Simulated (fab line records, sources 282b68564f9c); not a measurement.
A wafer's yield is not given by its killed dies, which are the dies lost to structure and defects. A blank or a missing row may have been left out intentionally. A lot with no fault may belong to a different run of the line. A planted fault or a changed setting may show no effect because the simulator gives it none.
fab line records + flow rit-cmos
[record]
- lots = 13
- wafers = 39
- last-day = 7
route steps=202 shown CONTACT@173 M1@194
lots untouched by any fault: they come from a run of this same line in which no faults occurred
start-h: start of the lot's first displayed wafer, in hours after the record's first day + wait-h: how many hours have passed since the lot's step before this one + " the same as in the row above + L1.1+2: several wafers, shown together as one row + - no value present, or no start provided + * or withheld: withheld + < > ~ a bound
route shown NAME@n: NAME is a module with steps in the file, n the number in the route of the first one + usual: average and standard deviation across the fault-free wafers + same: alike in all rows + chamber/n: place in a boat + sites: each site's reading + _std_site: standard deviation across them + _edge_site: outer sites' mean less inner sites' + radius-mm: how far each site lies from the wafer's centre + mask NAME#n: copy n + behind: the last tool/chamber to shape the wafer + hold: what put the lot on hold/how long, in hours/how the hold closed + device: whichever transistor did not switch (one of n, p or np) + end of line: tests run on the same wafers once the route is complete + a step with no rows: only its recipe + killed: dies lost to structure and defects at the first sort, not the wafer's yield + map: the dies of a wafer, with x for killed, . for not killed, _ for no die there
set.NAME: the run value of the setting; set.NAME@STEP: its run value at that earlier step + model.NAME: the simulator's own value behind a step, which no gauge read
route steps across a sampled set of lots; one table per step, one row per wafer
services: the hour from which a tool's chamber was out of use, counted from the record's first day as start-h (under 0 if before that day), plus the number of hours and why
[[steps]]
[step RIT_CONTACT_EXPOSE_05]
[recipe]
- mask-id = M11
- na = 0.6
- source-shape = conventional
- sigma-outer = 0.5
- target-cd-nm = 1000
- dose-mj = 250
[usual]
- exposure-dose-mJ-cm2 = 249.95/0.24
| lot.wafer | tool             | chamber | start-h | wait-h | mask  | exposure-dose-mJ-cm2 |
|-----------|------------------|---------|---------|--------|-------|----------------------|
| L640.2    | iline-stepper-01 | 0       | 52.64   | 0.2    | M11#0 | 250.07               |
| L640.3    | "                | 0       | "       | "      | M11#0 | 250.13               |
| L640.4    | "                | 0       | "       | "      | M11#0 | 250.02               |
| L641.1    | iline-stepper-01 | 0       | 57.20   | 0.2    | M11#0 | 249.61               |
| L641.3    | "                | 0       | "       | "      | M11#0 | 249.42               |
| L641.4    | "                | 0       | "       | "      | M11#0 | 249.96               |
| L642.1    | iline-stepper-02 | 0       | 61.22   | 0.2    | M11#0 | 249.86               |
| L642.3    | "                | 0       | "       | "      | M11#0 | 249.84               |
| L642.6    | "                | 0       | "       | "      | M11#0 | 249.89               |
| L644.3    | iline-stepper-01 | 0       | 73.61   | 0.3    | M11#0 | 250.22               |
| L644.4    | "                | 0       | "       | "      | M11#0 | 249.93               |
| L644.6    | "                | 0       | "       | "      | M11#0 | 250.38               |
| L645.2    | iline-stepper-02 | 0       | 77.87   | 0.2    | M11#0 | 250.08               |
| L645.5    | "                | 0       | "       | "      | M11#0 | 249.71               |
| L645.6    | "                | 0       | "       | "      | M11#0 | 249.59               |
| L646.3    | iline-stepper-02 | 0       | 83.36   | 0.1    | M11#0 | 250.37               |
| L646.4    | "                | 0       | "       | "      | M11#0 | 250.10               |
| L646.6    | "                | 0       | "       | "      | M11#0 | 250.62               |
| L647.3    | iline-stepper-01 | 0       | 87.29   | 0.2    | M11#0 | 249.76               |
| L647.4    | "                | 0       | "       | "      | M11#0 | 250.28               |
| L647.5    | "                | 0       | "       | "      | M11#0 | 249.92               |
| L652.2    | iline-stepper-01 | 0       | 111.52  | 0.1    | M11#0 | 240.67               |
| L652.4    | "                | 0       | "       | "      | M11#0 | 241.03               |
| L652.5    | "                | 0       | "       | "      | M11#0 | 240.85               |
| L653.1    | iline-stepper-02 | 0       | 115.81  | 0.2    | M11#0 | 250.26               |
| L653.3    | "                | 0       | "       | "      | M11#0 | 250.20               |
| L653.5    | "                | 0       | "       | "      | M11#0 | 250.29               |
| L655.1    | iline-stepper-02 | 0       | 126.87  | 0.2    | M11#0 | 249.46               |
| L655.3    | "                | 0       | "       | "      | M11#0 | 249.76               |
| L655.6    | "                | 0       | "       | "      | M11#0 | 249.75               |
| L659.2    | iline-stepper-02 | 0       | 147.58  | 0.1    | M11#0 | 249.96               |
| L659.5    | "                | 0       | "       | "      | M11#0 | 249.88               |
| L659.6    | "                | 0       | "       | "      | M11#0 | 249.73               |
| L661.1    | iline-stepper-02 | 0       | 155.38  | 0.2    | M11#0 | 249.83               |
| L661.4    | "                | 0       | "       | "      | M11#0 | 249.86               |
| L661.5    | "                | 0       | "       | "      | M11#0 | 250.23               |
| L663.3    | iline-stepper-02 | 0       | 166.92  | 0.2    | M11#0 | 250.00               |
| L663.5    | "                | 0       | "       | "      | M11#0 | 250.00               |
| L663.6    | "                | 0       | "       | "      | M11#0 | 249.59               |
[step RIT_CONTACT_CD_MEAS_08]
[recipe]
- target-cd-nm = 1000
[usual]
- cd-nm = 1000.5/2
| lot.wafer | tool      | chamber | start-h | wait-h | cd-nm  |
|-----------|-----------|---------|---------|--------|--------|
| L640.2    | cd-sem-02 | -       | 53.16   | -      | 999.0  |
| L640.3    | "         | -       | "       | "      | 999.8  |
| L640.4    | "         | -       | "       | "      | 998.6  |
| L641.1    | cd-sem-02 | -       | 57.71   | -      | 1001.6 |
| L641.3    | "         | -       | "       | "      | 1002.2 |
| L641.4    | "         | -       | "       | "      | 1000.2 |
| L642.1    | cd-sem-01 | -       | 61.73   | -      | 1003.5 |
| L642.3    | "         | -       | "       | "      | 1001.8 |
| L642.6    | "         | -       | "       | "      | 1004.5 |
| L644.3    | cd-sem-01 | -       | 74.13   | -      | 1002.5 |
| L644.4    | "         | -       | "       | "      | 1001.9 |
| L644.6    | "         | -       | "       | "      | 1003.6 |
| L645.2    | cd-sem-02 | -       | 78.39   | -      | 998.7  |
| L645.5    | "         | -       | "       | "      | 998.3  |
| L645.6    | "         | -       | "       | "      | 996.7  |
| L646.3    | cd-sem-02 | -       | 83.88   | -      | 998.5  |
| L646.4    | "         | -       | "       | "      | 1000.3 |
| L646.6    | "         | -       | "       | "      | 999.7  |
| L647.3    | cd-sem-02 | -       | 87.80   | -      | 1000.2 |
| L647.4    | "         | -       | "       | "      | 998.2  |
| L647.5    | "         | -       | "       | "      | 1002.3 |
| L652.2    | cd-sem-02 | -       | 112.21  | -      | 1025.9 |
| L652.4    | "         | -       | "       | "      | 1086.8 |
| L652.5    | "         | -       | "       | "      | 1078.7 |
| L653.1    | cd-sem-02 | -       | 116.33  | -      | 1000.5 |
| L653.3    | "         | -       | "       | "      | 999.6  |
| L653.5    | "         | -       | "       | "      | 1001.2 |
| L655.1    | cd-sem-01 | -       | 127.44  | -      | 1003.0 |
| L655.3    | "         | -       | "       | "      | 1002.2 |
| L655.6    | "         | -       | "       | "      | 1001.5 |
| L659.2    | cd-sem-02 | -       | 148.10  | -      | 1000.9 |
| L659.5    | "         | -       | "       | "      | 998.6  |
| L659.6    | "         | -       | "       | "      | 997.1  |
| L661.1    | cd-sem-02 | -       | 155.94  | -      | 1002.7 |
| L661.4    | "         | -       | "       | "      | 1001.9 |
| L661.5    | "         | -       | "       | "      | 1000.8 |
| L663.3    | cd-sem-01 | -       | 167.44  | -      | 999.9  |
| L663.5    | "         | -       | "       | "      | 1001.5 |
| L663.6    | "         | -       | "       | "      | 997.6  |
[step RIT_CONTACT_STRIP_12]
[recipe]
- chemistry = O2
- time-s = 180
- resist = NOVOLAK
- platen-temp-c = withheld
- power-w = 500
- pressure-mtorr = 4000
- o2-flow-sccm = 4000
[usual]
- drypump-motor-current-A = 5.8/0.3
- rf-refl-power-W = 6.7/1.3
| lot.wafer | tool            | chamber | start-h | wait-h | drypump-motor-current-A | rf-hours-counter-h | rf-refl-power-W |
|-----------|-----------------|---------|---------|--------|-------------------------|--------------------|-----------------|
| L640.2    | plasma-asher-01 | 1       | 53.64   | 0.1    | 5.3                     | 38                 | 6.6             |
| L640.3    | "               | 1       | "       | "      | 5.3                     | -                  | 6.7             |
| L640.4    | "               | 0       | "       | "      | 6.1                     | -                  | 6.0             |
| L641.1    | plasma-asher-03 | 0       | 58.21   | 0.1    | 5.5                     | 39                 | 6.3             |
| L641.3    | "               | 0       | "       | "      | 5.5                     | -                  | 6.0             |
| L641.4    | "               | 1       | "       | "      | 6.0                     | -                  | 5.8             |
| L642.1    | plasma-asher-04 | 1       | 62.23   | 0.1    | 5.7                     | 45                 | 9.7             |
| L642.3    | "               | 1       | "       | "      | 5.7                     | -                  | 9.8             |
| L642.6    | "               | 0       | "       | "      | 6.0                     | -                  | 6.4             |
| L644.3    | plasma-asher-03 | 0       | 74.65   | 0.2    | 5.5                     | -                  | 6.4             |
| L644.4    | "               | 1       | "       | "      | 5.9                     | -                  | 5.7             |
| L644.6    | "               | 1       | "       | "      | 6.0                     | -                  | 5.6             |
| L645.2    | plasma-asher-01 | 0       | 78.87   | 0.1    | 6.1                     | 40                 | 6.1             |
| L645.5    | "               | 1       | "       | "      | 5.3                     | -                  | 6.4             |
| L645.6    | "               | 0       | "       | "      | 6.1                     | -                  | 5.9             |
| L646.3    | plasma-asher-03 | 0       | 84.40   | 0.2    | 5.4                     | -                  | 6.2             |
| L646.4    | "               | 1       | "       | "      | 5.9                     | -                  | 5.5             |
| L646.6    | "               | 0       | "       | "      | 5.4                     | -                  | 6.4             |
| L647.3    | plasma-asher-01 | 0       | 88.32   | 0.2    | 6.1                     | -                  | 6.0             |
| L647.4    | "               | 1       | "       | "      | 5.3                     | -                  | 6.5             |
| L647.5    | "               | 1       | "       | "      | 5.3                     | -                  | 6.6             |
| L652.2    | plasma-asher-03 | 0       | 112.69  | 0.1    | 5.5                     | 45                 | 6.4             |
| L652.4    | "               | 0       | "       | "      | 5.5                     | -                  | 6.5             |
| L652.5    | "               | 1       | "       | "      | 6.0                     | -                  | 5.6             |
| L653.1    | plasma-asher-03 | 1       | 116.83  | 0.1    | 6.0                     | 46                 | 5.7             |
| L653.3    | "               | 1       | "       | "      | 6.0                     | -                  | 5.7             |
| L653.5    | "               | 0       | "       | "      | 5.4                     | -                  | 6.5             |
| L655.1    | plasma-asher-03 | 1       | 127.94  | 0.1    | 6.0                     | 47                 | 5.5             |
| L655.3    | "               | 0       | "       | "      | 5.5                     | -                  | 6.3             |
| L655.6    | "               | 0       | "       | "      | 5.5                     | -                  | 6.3             |
| L659.2    | plasma-asher-01 | 1       | 148.58  | 0.1    | 5.3                     | 46                 | 6.4             |
| L659.5    | "               | 0       | "       | "      | 6.1                     | -                  | 6.2             |
| L659.6    | "               | 1       | "       | "      | 5.3                     | -                  | 6.2             |
| L661.1    | plasma-asher-01 | 0       | 156.57  | 0.1    | 6.1                     | 46                 | 5.9             |
| L661.4    | "               | 0       | "       | "      | 6.1                     | -                  | 6.0             |
| L661.5    | "               | 0       | "       | "      | 6.1                     | -                  | 6.1             |
| L663.3    | plasma-asher-01 | 0       | 167.96  | 0.2    | 6.1                     | -                  | 5.9             |
| L663.5    | "               | 0       | "       | "      | 6.1                     | -                  | 6.1             |
| L663.6    | "               | 1       | "       | "      | 5.3                     | -                  | 6.6             |
[step RIT_M1_OVL_MEAS_10]
[usual]
- M1_OVL = 0.5/1.4
| lot.wafer | tool       | chamber | start-h | wait-h | M1_OVL[nm] |
|-----------|------------|---------|---------|--------|------------|
| L640.2    | overlay-01 | -       | 55.76   | 0.1    | 0.3        |
| L640.3    | "          | -       | "       | "      | 1.2        |
| L640.4    | "          | -       | "       | "      | -1.2       |
| L641.1    | overlay-01 | -       | 60.47   | 0.1    | -0.6       |
| L641.3    | "          | -       | "       | "      | 0.0        |
| L641.4    | "          | -       | "       | "      | 0.0        |
| L642.1    | overlay-02 | -       | 64.49   | 0.1    | -0.1       |
| L642.3    | "          | -       | "       | "      | 1.1        |
| L642.6    | "          | -       | "       | "      | -1.0       |
| L644.3    | overlay-02 | -       | 76.86   | 0.1    | 2.0        |
| L644.4    | "          | -       | "       | "      | 0.3        |
| L644.6    | "          | -       | "       | "      | 0.6        |
| L645.2    | overlay-01 | -       | 81.18   | 0.1    | -1.6       |
| L645.5    | "          | -       | "       | "      | -1.9       |
| L645.6    | "          | -       | "       | "      | -0.7       |
| L646.3    | overlay-01 | -       | 86.81   | 0.1    | 2.4        |
| L646.4    | "          | -       | "       | "      | 1.2        |
| L646.6    | "          | -       | "       | "      | 3.6        |
| L647.3    | overlay-02 | -       | 90.52   | 0.1    | -0.6       |
| L647.4    | "          | -       | "       | "      | -0.8       |
| L647.5    | "          | -       | "       | "      | -2.2       |
| L652.2    | overlay-02 | -       | 114.96  | 0.1    | 1.1        |
| L652.4    | "          | -       | "       | "      | 1.3        |
| L652.5    | "          | -       | "       | "      | 0.7        |
| L653.1    | overlay-02 | -       | 119.01  | 0.1    | 0.6        |
| L653.3    | "          | -       | "       | "      | -0.2       |
| L653.5    | "          | -       | "       | "      | 1.1        |
| L655.1    | overlay-01 | -       | 130.22  | 0.1    | 3.1        |
| L655.3    | "          | -       | "       | "      | 3.1        |
| L655.6    | "          | -       | "       | "      | 3.4        |
| L659.2    | overlay-02 | -       | 150.88  | 0.1    | 1.5        |
| L659.5    | "          | -       | "       | "      | 1.7        |
| L659.6    | "          | -       | "       | "      | 1.1        |
| L661.1    | overlay-02 | -       | 158.90  | 0.1    | 0.8        |
| L661.4    | "          | -       | "       | "      | 1.9        |
| L661.5    | "          | -       | "       | "      | 3.3        |
| L663.3    | overlay-02 | -       | 170.16  | 0.1    | 0.2        |
| L663.5    | "          | -       | "       | "      | 0.2        |
| L663.6    | "          | -       | "       | "      | 1.1        |
[step RIT_M1_STRIP_14]
[recipe]
- chemistry = O2
- time-s = 180
- platen-temp-c = withheld
- power-w = 500
- pressure-mtorr = 4000
- o2-flow-sccm = 4000
[usual]
- drypump-motor-current-A = 5.7/0.33
- rf-refl-power-W = 6.5/1.5
| lot.wafer | tool            | chamber | start-h | wait-h | drypump-motor-current-A | rf-hours-counter-h | rf-refl-power-W |
|-----------|-----------------|---------|---------|--------|-------------------------|--------------------|-----------------|
| L640.2    | plasma-asher-04 | 1       | 56.38   | 0.0    | 5.7                     | 44                 | 9.5             |
| L640.3    | "               | 1       | "       | "      | 5.7                     | -                  | 9.8             |
| L640.4    | "               | 0       | "       | "      | 6.0                     | -                  | 6.0             |
| L641.1    | plasma-asher-04 | 1       | 61.11   | 0.0    | 5.7                     | 45                 | 9.7             |
| L641.3    | "               | 0       | "       | "      | 6.0                     | -                  | 6.0             |
| L641.4    | "               | 1       | "       | "      | 5.7                     | -                  | 9.8             |
| L642.1    | plasma-asher-04 | 1       | 65.12   | 0.0    | 5.7                     | 45                 | 10.0            |
| L642.3    | "               | 0       | "       | "      | 6.0                     | -                  | 6.0             |
| L642.6    | "               | 0       | "       | "      | 6.0                     | -                  | 6.1             |
| L644.3    | plasma-asher-01 | 1       | 77.55   | 0.1    | 5.3                     | -                  | 6.4             |
| L644.4    | "               | 0       | "       | "      | 6.1                     | -                  | 6.2             |
| L644.6    | "               | 1       | "       | "      | 5.3                     | -                  | 6.4             |
| L645.2    | plasma-asher-04 | 1       | 81.82   | 0.0    | 5.7                     | 47                 | 9.6             |
| L645.5    | "               | 1       | "       | "      | 5.7                     | -                  | 9.7             |
| L645.6    | "               | 0       | "       | "      | 6.0                     | -                  | 5.9             |
| L646.3    | plasma-asher-01 | 0       | 87.48   | 0.1    | 6.1                     | -                  | 6.0             |
| L646.4    | "               | 1       | "       | "      | 5.3                     | -                  | 6.2             |
| L646.6    | "               | 0       | "       | "      | 6.2                     | -                  | 5.9             |
| L647.3    | plasma-asher-04 | 0       | 91.19   | 0.1    | 6.0                     | -                  | 6.1             |
| L647.4    | "               | 1       | "       | "      | 5.7                     | -                  | 9.5             |
| L647.5    | "               | 0       | "       | "      | 6.0                     | -                  | 6.2             |
| L652.2    | plasma-asher-02 | 0       | 115.57  | 0.0    | 5.3                     | 35                 | 5.9             |
| L652.4    | "               | 1       | "       | "      | 5.9                     | -                  | 5.3             |
| L652.5    | "               | 0       | "       | "      | 5.3                     | -                  | 5.6             |
| L653.1    | plasma-asher-02 | 1       | 119.64  | 0.0    | 5.9                     | 35                 | 4.8             |
| L653.3    | "               | 1       | "       | "      | 5.9                     | -                  | 4.6             |
| L653.5    | "               | 0       | "       | "      | 5.3                     | -                  | 5.5             |
| L655.1    | plasma-asher-02 | 0       | 130.86  | 0.0    | 5.3                     | 37                 | 5.7             |
| L655.3    | "               | 0       | "       | "      | 5.3                     | -                  | 5.9             |
| L655.6    | "               | 1       | "       | "      | 5.9                     | -                  | 4.8             |
| L659.2    | plasma-asher-04 | 1       | 151.59  | 0.0    | 5.7                     | 4                  | 9.6             |
| L659.5    | "               | 0       | "       | "      | 6.0                     | -                  | 6.3             |
| L659.6    | "               | 1       | "       | "      | 5.7                     | -                  | 9.7             |
| L661.1    | plasma-asher-01 | 1       | 159.70  | 0.0    | 5.3                     | 47                 | 6.7             |
| L661.4    | "               | 0       | "       | "      | 6.1                     | -                  | 5.9             |
| L661.5    | "               | 0       | "       | "      | 6.1                     | -                  | 6.1             |
| L663.3    | plasma-asher-01 | 1       | 171.00  | 0.1    | 5.3                     | -                  | 6.5             |
| L663.5    | "               | 1       | "       | "      | 5.3                     | -                  | 6.8             |
| L663.6    | "               | 0       | "       | "      | 6.1                     | -                  | 6.1             |
[[services]]
| tool             | chamber | start-h | hours | kind                    |
|------------------|---------|---------|-------|-------------------------|
| iline-stepper-01 | -       | 31.18   | 2.1   | pm                      |
| iline-stepper-01 | -       | 33.26   | -     | consumable-replace:lamp |
| iline-stepper-02 | -       | 35.11   | 1.7   | pm                      |
| iline-stepper-02 | -       | 55.50   | 4.3   | pm                      |
| iline-stepper-01 | -       | 65.97   | 1.7   | pm                      |
| plasma-asher-04  | -       | 108.75  | 9.0   | pm                      |
| plasma-asher-04  | 0       | 108.75  | 9.0   | vent-cycle              |
| plasma-asher-04  | 1       | 108.75  | 9.0   | vent-cycle              |
| plasma-asher-01  | -       | 111.34  | 10.6  | repair                  |
| plasma-asher-04  | 0       | 117.75  | -     | clean                   |
| plasma-asher-04  | 1       | 117.75  | -     | clean                   |
| plasma-asher-01  | -       | 123.88  | 14.6  | pm                      |
| plasma-asher-03  | -       | 167.46  | 2.8   | pm                      |
[[key]]
[first-sign]
- step = RIT_CONTACT_EXPOSE_05
- reading = exposure-dose-mJ-cm2
- direction = down
- sigmas = 37
- usual = 249.95
- struck = 240.85
[effect]
- step = RIT_CONTACT_CD_MEAS_08
- reading = cd-nm
- direction = up
- sigmas = 32
- usual = 1000.5
- struck = 1063.8
- through = control-loop
met-at RIT_CONTACT_EXPOSE_05
struck-lots L652
tester-left-out L652
[loop-trim]
- step = RIT_CONTACT_EXPOSE_05
- setting = dose
- lots = L652
not-acting-at RIT_CONTACT_STRIP_12,RIT_M1_OVL_MEAS_10,RIT_M1_STRIP_14
onset-between 87.29 111.52
[earlier-fault]
- kind = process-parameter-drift
- tool = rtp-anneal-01
- chamber = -
- onset-h = 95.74
- steps = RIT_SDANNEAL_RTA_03
- channel = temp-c
- offset = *
- shape = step
- end-h = 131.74
- acts-in = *
- stated = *
[fault]
- kind = process-parameter-drift
- tool = iline-stepper-01
- chamber = -
- onset-h = 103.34
- steps = RIT_CONTACT_EXPOSE_05
- channel = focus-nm
- offset = 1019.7
- spread-by-wafer = 0.3
- shape = step
// tester-left-out: of these lots the tester's yield and bins aren't shown, on N5 and GAA mostly nor the transistor test; their killed dies are dies lost to structure and defects alone, not to doping, threshold or leakage, so they don't give the yield
// loop-trim: a control loop set the setting to another value than it would have without faults
